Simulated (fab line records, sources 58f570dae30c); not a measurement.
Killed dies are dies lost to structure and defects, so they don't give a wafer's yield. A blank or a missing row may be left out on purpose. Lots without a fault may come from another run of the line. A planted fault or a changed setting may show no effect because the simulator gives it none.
Which tool did it? | flow berkeley_cmos170 | 14 lots, 42 wafers sampled, at 5 steps of a route of 331

WHAT THE GAUGES READ, wafer by wafer
UCB170_PWELL_OVL_MEAS_13. Usual: PWELL_OVL 1 nm, standard deviation 5.3.
lot  | measured    | on         | PWELL_OVL (nm) | flag
L397 | day 2 19:57 | overlay-01 | -3 -2 -1       |
L398 | day 2 20:11 | overlay-01 | 5 7 7          |
L399 | day 3 07:07 | overlay-02 | -1 6 -4        |
L400 | day 3 17:07 | overlay-01 | -1 -3 7        |
L402 | day 4 02:34 | overlay-01 | 2 10 4         |
L401 | day 4 02:47 | overlay-02 | -3 -2 -7       |
L407 | day 5 07:49 | overlay-01 | 0 0 -1         |
L410 | day 5 14:49 | overlay-01 | 6 2 3          |
L413 | day 6 14:33 | overlay-02 | -2 3 2         |
L415 | day 6 21:19 | overlay-02 | 7 11 3         |
L416 | day 7 03:00 | overlay-02 | -8 -6 2        |
L417 | day 7 10:40 | overlay-02 | 2 -7 -7        |
L419 | day 7 11:11 | overlay-02 | 2 -1 1         |
L420 | day 8 00:54 | overlay-01 | -1 -1 -3       |

UCB170_PWELL_TW_MEAS_17. Usual: PWELL_TW 379.1, standard deviation 2.2.
lot  | measured    | on            | PWELL_TW          | flag
L397 | day 2 20:20 | film_metro-03 | 377.2 376.6 379.2 |
L398 | day 2 20:35 | film_metro-01 | 380.4 380.2 382.3 |
L399 | day 3 07:31 | film_metro-01 | 378.4 376.7 373.9 |
L400 | day 3 17:31 | film_metro-01 | 379.5 377.8 376.9 |
L402 | day 4 02:57 | film_metro-01 | 378.1 376.8 376.7 |
L401 | day 4 03:10 | film_metro-04 | 384.1 384.3 384.5 |
L407 | day 5 08:13 | film_metro-01 | 378.3 379.3 377.6 |
L410 | day 5 15:12 | film_metro-03 | 378.9 378.6 380.0 |
L413 | day 6 14:56 | film_metro-01 | 375.6 378.8 379.0 |
L415 | day 6 21:43 | film_metro-01 | 378.0 376.6 376.6 |
L416 | day 7 03:24 | film_metro-01 | 377.9 380.0 380.4 |
L417 | day 7 11:02 | film_metro-04 | 379.0 379.3 380.3 |
L419 | day 7 11:34 | film_metro-03 | 380.6 377.5 379.7 |
L420 | day 8 01:17 | film_metro-01 | 378.1 377.7 380.0 |

UCB170_ACTIVE_OVL_MEAS_14. Usual: ACTIVE_OVL -3 nm, standard deviation 5.7.
lot  | measured    | on         | ACTIVE_OVL (nm) | flag
L397 | day 4 02:10 | overlay-02 | -4 -3 1         |
L398 | day 4 01:42 | overlay-01 | -5 1 0          |
L399 | day 4 12:51 | overlay-02 | 0 -8 -6         |
L400 | day 4 18:40 | overlay-01 | 2 0 -5          |
L402 | day 5 05:03 | overlay-01 | -3 -1 -2        |
L401 | day 5 04:58 | overlay-02 | -3 -3 -3        |
L407 | day 6 13:07 | overlay-01 | 0 -1            |
L410 | day 6 19:30 | overlay-02 | -7              |
L413 | day 7 19:38 | overlay-02 | -1 -15 2        |
L415 | day 8 02:40 | overlay-01 | -18 -14 -7      |
L416 | day 8 02:10 | overlay-02 | 4 -1 7          |
L417 | day 8 17:23 | overlay-02 | -2 1 1          |
L419 | day 8 17:52 | overlay-01 | -8 -16 -8       |
L420 | day 9 10:33 | overlay-02 | -2 -2 -6        |

WHICH TOOL RAN EACH LOT (tool, then ch and the chambers of the sampled wafers, then the start)
lot  | UCB170_PWELL_ETCH_14              | UCB170_PWELL_STRIP_16
L397 | rie_diel-02 ch 1,2,3, day 2 19:59 | plasma_asher-01 ch 0,1, day 2 20:14
L398 | rie_diel-01 ch 1,2,3, day 2 20:13 | plasma_asher-01 ch 0,1, day 2 20:29
L399 | rie_diel-01 ch 0,2,3, day 3 07:09 | plasma_asher-03 ch 0,1, day 3 07:26
L400 | rie_diel-02 ch 0,1,3, day 3 17:09 | plasma_asher-03 ch 0,1, day 3 17:24
L402 | rie_diel-04 ch 1,2,3, day 4 02:35 | plasma_asher-01 ch 0,1, day 4 02:52
L401 | rie_diel-01 ch 1,3, day 4 02:49   | plasma_asher-01 ch 0,1, day 4 03:04
L407 | rie_diel-04 ch 0,2,3, day 5 07:50 | plasma_asher-01 ch 0,1, day 5 08:08
L410 | rie_diel-04 ch 0,2, day 5 14:51   | plasma_asher-01 ch 0,1, day 5 15:06
L413 | rie_diel-02 ch 2,3, day 6 14:35   | plasma_asher-03 ch 0,1, day 6 14:50
L415 | rie_diel-01 ch 1,2,3, day 6 21:20 | plasma_asher-01 ch 0,1, day 6 21:37
L416 | rie_diel-01 ch 2,3, day 7 03:02   | plasma_asher-03 ch 0,1, day 7 03:17
L417 | rie_diel-02 ch 0,1,3, day 7 10:41 | plasma_asher-03 ch 0,1, day 7 10:56
L419 | rie_diel-01 ch 1,2, day 7 11:13   | plasma_asher-02 ch 0,1, day 7 11:28
L420 | rie_diel-02 ch 0,1,2, day 8 00:56 | plasma_asher-03 ch 0,1, day 8 01:11
- UCB170_PWELL_ETCH_14: etches Si3N4 in CH3F/Ar/O2, stops on SiO2, target depth 242 nm, time 151 s.
- UCB170_PWELL_STRIP_16: strips in O2.

WHAT THE TOOLS THEMSELVES READ (means of the sampled wafers that have a number; where no wafer has one, the mark that the record gives instead)
UCB170_PWELL_ETCH_14. Usual: CH3F_flow_sccm 19.99 sccm, standard deviation 0.058; drypump_motor_current_A 5.6 A, standard deviation 0.45; oes_product_au 0.942 a.u., standard deviation 0.015; rf_fwd_power_W 448.0 W, standard deviation 1.3; throttle_valve_pct 7.99 %, standard deviation 0.15.
lot  | tool        | CH3F_flow_sccm (sccm) | drypump_motor_current_A (A) | oes_product_au (a.u.) | rf_fwd_power_W (W) | throttle_valve_pct (%) | flag
L397 | rie_diel-02 | 20.01                 | 5.6                         | 0.946                 | 447.1              | 7.91                   |
L398 | rie_diel-01 | 20.01                 | 5.4                         | 0.947                 | 447.8              | 8.06                   |
L399 | rie_diel-01 | 20.04                 | 5.6                         | 0.954                 | 448.9              | 8.16                   |
L400 | rie_diel-02 | 19.98                 | 5.4                         | 0.927                 | 447.8              | 7.98                   |
L402 | rie_diel-04 | 19.97                 | 5.6                         | 0.932                 | 449.6              | 7.96                   |
L401 | rie_diel-01 | 19.99                 | 5.5                         | 0.951                 | 448.2              | 8.01                   |
L407 | rie_diel-04 | 19.99                 | 5.6                         | 0.911                 | 389.6              | 7.86                   | OFF
L410 | rie_diel-04 | 20.01                 | 5.2                         | 0.881                 | 328.7              | 7.91                   | OFF
L413 | rie_diel-02 | 19.99                 | 5.7                         | 0.952                 | 446.7              | 7.84                   |
L415 | rie_diel-01 | 20.03                 | 5.5                         | 0.942                 | 447.5              | 8.08                   |
L416 | rie_diel-01 | 19.99                 | 5.4                         | 0.939                 | 447.3              | 8.12                   |
L417 | rie_diel-02 | 19.97                 | 5.4                         | 0.942                 | 448.6              | 7.98                   |
L419 | rie_diel-01 | 20.02                 | 5.7                         | 0.945                 | 448.5              | 8.06                   |
L420 | rie_diel-02 | 19.99                 | 5.5                         | 0.946                 | 448.7              | 7.89                   |

UCB170_PWELL_STRIP_16. Usual: drypump_motor_current_A 5.5 A, standard deviation 0.57; oes_product_au 0.722 a.u., standard deviation 0.0051; strip_time_to_endpoint_s 18.07 s, standard deviation 0.092.
lot  | tool            | drypump_motor_current_A (A) | oes_product_au (a.u.) | strip_time_to_endpoint_s (s) | flag
L397 | plasma_asher-01 | 5.5                         | 0.718                 | 18.09                        |
L398 | plasma_asher-01 | 5.1                         | 0.720                 | 18.06                        |
L399 | plasma_asher-03 | 5.3                         | 0.723                 | 18.17                        |
L400 | plasma_asher-03 | 5.3                         | 0.725                 | 18.02                        |
L402 | plasma_asher-01 | 5.1                         | 0.722                 | 17.94                        |
L401 | plasma_asher-01 | 5.5                         | 0.723                 | 18.06                        |
L407 | plasma_asher-01 | 5.0                         | 0.724                 | 18.28                        |
L410 | plasma_asher-01 | 5.1                         | 0.720                 | 18.65                        | OFF
L413 | plasma_asher-03 | 5.3                         | 0.719                 | 18.08                        |
L415 | plasma_asher-01 | 5.5                         | 0.719                 | 18.12                        |
L416 | plasma_asher-03 | 5.3                         | 0.720                 | 18.04                        |
L417 | plasma_asher-03 | 5.6                         | 0.722                 | 18.03                        |
L419 | plasma_asher-02 | 5.9                         | 0.722                 | 18.00                        |
L420 | plasma_asher-03 | 5.5                         | 0.719                 | 18.08                        |

THE ANSWER, worked out from the rows above alone
Rule: a lot is off if the mean of its wafers that have a number lies more than 3 standard deviations from the usual mean. A lot without any number at a reading at which 4 lots or more have one is off too. The other lots that the step has rows for count as sound. The gauges are gone through in route order, then the tools' own readings, and for those a lot's mean is taken as printed above. The first step at which some lot is off is used, and at that step the reading that is off furthest; a lot without a number counts as furthest.
Off: L407, L410, at UCB170_PWELL_ETCH_14 (rf_fwd_power_W).
A tool fits if, at that step or a process step before it, it ran every lot that is off, and no sound lot after the first of them. One fits: rie_diel-04 at UCB170_PWELL_ETCH_14. Its last sound lot is L402 (day 4 02:35), its first lot that is off L407 (day 5 07:50): a fault that began between those two fits.
The tool's own readings at UCB170_PWELL_ETCH_14 bear it out: on the lots that are off they differ by more than 5 times the standard deviation of the sound lots' means. oes_product_au reads 0.896 a.u. there against 0.944 a.u. on the sound lots; rf_fwd_power_W reads 359.1 W there against 448.1 W on the sound lots.

WHAT THE SIMULATOR HAD PUT IN
Process parameter drift: rie_diel-04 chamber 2, from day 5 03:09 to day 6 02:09, at UCB170_PWELL_ETCH_14. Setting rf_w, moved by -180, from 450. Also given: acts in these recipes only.
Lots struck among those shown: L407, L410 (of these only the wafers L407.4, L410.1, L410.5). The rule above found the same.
